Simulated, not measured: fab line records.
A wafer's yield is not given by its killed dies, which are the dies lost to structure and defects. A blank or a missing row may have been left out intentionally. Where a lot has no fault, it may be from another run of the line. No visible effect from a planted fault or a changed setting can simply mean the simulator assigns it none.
Which tool did it? | flow ritCmos | 14 lots, 42 wafers sampled, at 5 steps of a route of 202

== WHAT THE GAUGES READ, wafer by wafer ==
RIT_ACTIVE_BOW_MEAS_00.
lot  | measured    | on           | INCOMING_BOW (um)
L696 | day 1 10:01 | filmMetro-02 | 5 -8 3
L697 | day 1 15:02 | filmMetro-01 | 1 5 -4
L701 | day 2 11:00 | filmMetro-03 | -3 2 2
L702 | day 2 16:01 | filmMetro-02 | 3 -1 11
L706 | day 3 12:02 | filmMetro-03 | 4 1 -1
L709 | day 4 03:00 | filmMetro-02 | -1 -6 2
L711 | day 4 13:02 | filmMetro-03 | 1 -5 -8
L712 | day 4 18:01 | filmMetro-03 | -9 4 2
L713 | day 4 23:02 | filmMetro-03 | -10 4 -1
L715 | day 5 09:00 | filmMetro-02 | -3 4 1
L716 | day 5 14:02 | filmMetro-01 | 12 10 -8
L717 | day 5 19:00 | filmMetro-01 | -9 2 4
L718 | day 6 00:00 | filmMetro-02 | 4 1 16
L719 | day 6 05:04 | filmMetro-02 | 1 4 -9

RIT_NRETRO_OVL_MEAS_06.
lot  | measured    | on         | NRETRO_OVL (nm)
L696 | day 2 07:01 | overlay-02 | 0.0 -2.2 -0.5
L697 | day 2 13:10 | overlay-02 | -0.9 -2.1 1.4
L701 | day 3 09:01 | overlay-02 | -0.1 0.8 0.7
L702 | day 3 14:00 | overlay-01 | 1.5 2.0 0.9
L706 | day 4 10:57 | overlay-02 | -2.1 0.5 -0.3
L709 | day 5 00:12 | overlay-01 | -0.7 0.4 1.1
L711 | day 5 10:22 | overlay-01 | -0.2 -0.5 1.4
L712 | day 5 15:13 | overlay-02 | -1.6 0.7 0.5
L713 | day 5 20:53 | overlay-01 | 0.3 0.3 0.0
L715 | day 6 08:23 | overlay-01 | 0.0 0.5 2.4
L716 | day 6 09:53 | overlay-02 | 0.0 -0.7 -1.8
L717 | day 6 16:42 | overlay-02 | -2.3 -2.5 -4.1
L718 | day 6 21:47 | overlay-02 | -2.9 -2.6 -4.6
L719 | day 7 02:46 | overlay-01 | 1.7 1.8 0.6

RIT_PRETRO_TW_MEAS_10.
lot  | measured    | on           | PRETRO_TW
L696 | day 2 09:18 | filmMetro-02 | 469 468 470
L697 | day 2 15:39 | filmMetro-04 | 477 480 477
L701 | day 3 11:19 | filmMetro-04 | 457 459 456
L702 | day 3 16:17 | filmMetro-02 | 449 450 454 452 452 451
L706 | day 4 13:14 | filmMetro-01 | 467 468 468
L709 | day 5 02:29 | filmMetro-01 | 470 467 467
L711 | day 5 12:40 | filmMetro-04 | 483 481 481
L712 | day 5 17:30 | filmMetro-02 | 473 471 469
L713 | day 5 23:10 | filmMetro-04 | 483 480 480
L715 | day 6 10:49 | filmMetro-04 | 477 481 480
L716 | day 6 12:22 | filmMetro-04 | 478 480 479
L717 | day 6 18:54 | filmMetro-02 | 476 479 478
L718 | day 7 00:10 | filmMetro-04 | 479 479 481
L719 | day 7 05:04 | filmMetro-04 | 480 481 478

RIT_GATE_THK_MEAS_07.
lot  | measured    | on           | GATE_OXIDE_THK (nm)
L696 | day 2 11:11 | filmMetro-01 | 2.99 3.02 3.00
L697 | day 2 19:45 | filmMetro-01 | 2.93 2.95 2.93
L701 | day 3 13:44 | filmMetro-03 | 3.06 3.03 3.01
L702 | day 3 19:26 | filmMetro-03 | 3.10 3.07 3.05
L706 | day 4 17:04 | filmMetro-01 | 3.06 3.05 3.03
L709 | day 5 05:22 | filmMetro-04 | 3.00 2.99 2.98
L711 | day 5 14:35 | filmMetro-03 | 3.00 3.02 3.07
L712 | day 5 20:01 | filmMetro-01 | 3.05 3.00 2.98
L713 | day 6 03:06 | filmMetro-03 | 3.06 3.01 3.11
L715 | day 6 12:43 | filmMetro-03 | 3.06 3.18 3.05
L716 | day 6 15:43 | filmMetro-03 | 3.00 2.93 3.04
L717 | day 6 22:13 | filmMetro-01 | 3.01 2.99 3.02
L718 | day 7 03:49 | filmMetro-01 | 2.95 3.01 3.11
L719 | day 7 06:57 | filmMetro-04 | 2.91 3.02 2.97

== WHICH TOOL RAN EACH LOT (tool, then ch and the chambers of the sampled wafers, then the start) ==
lot  | RIT_PRETRO_IMPLANT_08
L696 | implanter-03 ch 0, day 2 08:59
L697 | implanter-02 ch 0, day 2 15:21
L701 | implanter-01 ch 0, day 3 10:59
L702 | implanter-01 ch 0, day 3 15:59
L706 | implanter-03 ch 0, day 4 12:57
L709 | implanter-02 ch 0, day 5 02:10
L711 | implanter-02 ch 0, day 5 12:22
L712 | implanter-02 ch 0, day 5 17:11
L713 | implanter-03 ch 0, day 5 22:53
L715 | implanter-02 ch 0, day 6 10:29
L716 | implanter-01 ch 0, day 6 12:04
L717 | implanter-01 ch 0, day 6 18:35
L718 | implanter-01 ch 0, day 6 23:50
L719 | implanter-02 ch 0, day 7 04:47
- RIT_PRETRO_IMPLANT_08

== WHAT THE TOOLS THEMSELVES READ (means of the sampled wafers that have a number; where no wafer has one, the mark that the record gives instead) ==
RIT_PRETRO_IMPLANT_08.
lot  | tool         | tiltDeg (degrees)
L696 | implanter-03 | 6.984
L697 | implanter-02 | 7.032
L701 | implanter-01 | 1.937
L702 | implanter-01 | 1.936
L706 | implanter-03 | 7.000
L709 | implanter-02 | 7.017
L711 | implanter-02 | 6.997
L712 | implanter-02 | 7.002
L713 | implanter-03 | 7.048
L715 | implanter-02 | 6.993
L716 | implanter-01 | 7.007
L717 | implanter-01 | 6.994
L718 | implanter-01 | 6.998
L719 | implanter-02 | 7.009

== THE ANSWER, worked out from the rows above alone ==
Rule: what is usual is taken from the lots themselves. Put in order of their means at a reading, lots are off if they are a third of the lots or fewer, leave a main group of 4 or more, and stand apart from it by a gap of 3 or more times the standard deviation of the main group's means; of several such gaps the widest counts. The tables above print the reading to a certain number of digits; a main group whose means all agree to those digits is not used. Also off: a lot with no number at a reading for which 4 or more lots have one. Where the step has rows for the other lots, those lots are counted as sound. First the gauges in route order, then the tools' own readings, where a lot's mean is used as printed above. At the first step where some lot is off, the reading lying furthest off is the one used; lots without a number count as furthest.
Off, at RIT_PRETRO_IMPLANT_08 on tiltDeg: L701, L702. The main group: mean 7.007 degrees, standard deviation 0.017.
If a tool, at that step or one of the process steps before it, ran each lot that is off and ran no sound lot following the first of them, it fits. Of those tried, none fits.

== WHAT WAS PUT IN BY THE SIMULATOR ==
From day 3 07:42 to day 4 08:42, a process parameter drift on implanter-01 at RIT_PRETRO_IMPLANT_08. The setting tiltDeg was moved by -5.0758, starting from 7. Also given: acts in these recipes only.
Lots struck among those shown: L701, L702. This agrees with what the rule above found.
